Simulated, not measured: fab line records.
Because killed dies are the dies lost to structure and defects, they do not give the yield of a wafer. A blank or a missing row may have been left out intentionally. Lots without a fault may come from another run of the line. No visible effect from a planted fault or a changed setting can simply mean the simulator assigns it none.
Problem report, 8D (eight disciplines) form, completed by code + flow rit-cmos + the parts of the form that need people (team, actions taken, sign-off) are left out

== 1. WHAT IS WRONG ==
Across 6 wafers from 2 lots, PWELL_TW at RIT_PWELL_TW_MEAS_10 averages 871, while fault-free wafers read 941 with a standard deviation of 6.7. That is -10 standard deviations from the usual mean.
The first sign was on wafer L735.2 at day 4 10:43, on film-metro-02. At this step, 42 wafers from 14 lots have a number in the record. By rule, "out" or "out of limits" means more than 4 standard deviations away from the usual mean. The rest of the wafers with a number are treated as sound.

== 2. WHAT IT IS; WHAT IT IS NOT ==
| question                    | is                           | is not                                                                          |
|-----------------------------|------------------------------|---------------------------------------------------------------------------------|
| which readings at this step | PWELL_TW                     | -                                                                               |
| which lots                  | L735, L737                   | L723, L725, L726, L728, L729, L730, L731, L732, L734, L742, L744, L745          |
| which wafers of those lots  | all that have a number       | -                                                                               |
| read on which gauges        | film-metro-02, film-metro-03 | film-metro-04                                                                   |
| when                        | from day 4 10:43             | up to then (27 sound wafers); but 9 sound wafers of L742, L744, L745 came after |

== 3. WHAT RULES OUT EACH SUSPECT ==
Counting: any tool at a process step up to the reading is kept as a suspect provided that every lot that is out went through it and no sound lot did after the first of them.
- the gauge at RIT_PWELL_TW_MEAS_10 has been ruled out. The wafers that are out were read on 2 gauges (film-metro-02, film-metro-03).
- implanter-03 at RIT_PWELL_IMPLANT_08: kept. It ran every lot that is out, first L735 (day 4 10:24), and no sound lot after that; its last sound lot up to then is L734 (day 4 05:19). Out on those wafers are its own readings of dose-ions-cm2, faraday-current-uA.
Remaining after the count: implanter-03 at RIT_PWELL_IMPLANT_08.

== 4. THE CAUSE (what the simulator had put in) ==
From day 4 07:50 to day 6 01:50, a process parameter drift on implanter-03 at RIT_PWELL_IMPLANT_08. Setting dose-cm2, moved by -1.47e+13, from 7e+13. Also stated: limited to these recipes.
This tool alone remained once counting was done.

== 5. THE EFFECT CHAIN, in route order ==
Rows list readings where the struck wafers' mean (over those with a number) sits beyond 3 standard deviations from the usual. Only readings for which the record gives a usual standard deviation are gone through. hours: the time from each lot's start at the first step in this table that gives one to its start at this step, as a median over the lots. sigmas: the change in usual standard deviations.
| hours | step                     | reading            | usual        | on struck wafers | change | sigmas      |
|-------|--------------------------|--------------------|--------------|------------------|--------|-------------|
| 0     | RIT_PWELL_IMPLANT_08     | dose-ions-cm2      | 7e+13        | 6e+13            | -1e+13 | -99 or more |
| 0     | RIT_PWELL_IMPLANT_08     | faraday-current-uA | 222          | 175              | -47    | -11         |
| 0     | RIT_PWELL_TW_MEAS_10     | PWELL_TW           | 941          | 871              | -70    | -10         |
| 6     | RIT_WELLDRIVE_RS_MEAS_02 | PWELL_RS           | 429.9 ohm/sq | 498.9            | +69.1  | +58         |
Its process steps:
- RIT_PWELL_IMPLANT_08

== 6. WHAT WOULD HAVE CAUGHT IT SOONER ==
In this record the first reading out of limits at a measuring or inspecting step was taken at day 4 10:43, 3 hours after the fault began at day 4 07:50.
At RIT_PWELL_IMPLANT_08, the tool's own readings (dose-ions-cm2, faraday-current-uA) were out on each struck wafer the step has a row for, so an alarm limit on them would have fired on the first such wafer.
Lots out: 2; of these, L737 started RIT_PWELL_IMPLANT_08 on implanter-03 after day 4 10:43. A hold on the tool at that time would have spared it.
